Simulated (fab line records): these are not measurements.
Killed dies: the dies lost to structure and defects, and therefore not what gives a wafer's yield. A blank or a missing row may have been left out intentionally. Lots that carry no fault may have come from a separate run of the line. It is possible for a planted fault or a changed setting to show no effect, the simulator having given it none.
Which tool did it? + flow rit_cmos + 7 lots with 20 wafers sampled at 2 steps, on a route of 202 steps

## WHAT EACH GAUGE READ, for each wafer
RIT_SDANNEAL_RS_MEAS_07: measures by four-point-probe.
| lot  | measured    | on            | NLDD_RS (ohm/sq)  |
|------|-------------|---------------|-------------------|
| L224 | day 3 11:27 | film_metro-03 | 152.0 152.5 152.1 |
| L226 | day 4 01:52 | film_metro-04 | 152.1 151.4 152.1 |
| L227 | day 4 11:31 | film_metro-04 | 152.5 151.8 152.7 |
| L230 | day 4 20:05 | film_metro-03 | 151.8 152.3 151.9 |
| L235 | day 5 19:14 | film_metro-03 | 151.3 151.4       |
| L240 | day 6 17:33 | film_metro-02 | 152.7 153.0 152.9 |
| L243 | day 7 11:14 | film_metro-03 | 152.4 151.6 151.9 |

## WHICH TOOL RAN EACH LOT (tool, then ch and the chambers of the sampled wafers, then the start)
| lot  | RIT_SPACER_ETCHBACK_05            |
|------|-----------------------------------|
| L224 | rie_diel-04 ch 0,2,3, day 3 07:29 |
| L226 | rie_diel-01 ch 0,3, day 3 21:51   |
| L227 | rie_diel-03 ch 1,2, day 4 07:01   |
| L230 | rie_diel-01 ch 0,1, day 4 15:59   |
| L235 | rie_diel-04 ch 1, day 5 15:08     |
| L240 | rie_diel-04 ch 0,1,2, day 6 13:01 |
| L243 | rie_diel-04 ch 0,1,2, day 7 07:17 |
- RIT_SPACER_ETCHBACK_05: etches Si3N4 in SF6/CHF3, stops on SiO2, target depth 250 nm, time 240 s.

## THE ANSWER, worked out from the rows above alone
Rule: what is usual is taken from the lots themselves. Put in order of their means at a reading, lots are off if they are a third of the lots or fewer, leave a main group of 4 or more, and stand apart from it by a gap of 3 or more times the standard deviation of the main group's means; of several such gaps the widest counts. A main group whose means are all the same, to the digits that the tables above print for the reading, isn't used. Also off: a lot with no number at a reading for which 4 or more lots have one. The other lots that the step has rows for count as sound.
No lot is off on any of the readings shown, so nothing can be concluded from this.

## WHAT HAD BEEN PUT IN BY THE SIMULATOR
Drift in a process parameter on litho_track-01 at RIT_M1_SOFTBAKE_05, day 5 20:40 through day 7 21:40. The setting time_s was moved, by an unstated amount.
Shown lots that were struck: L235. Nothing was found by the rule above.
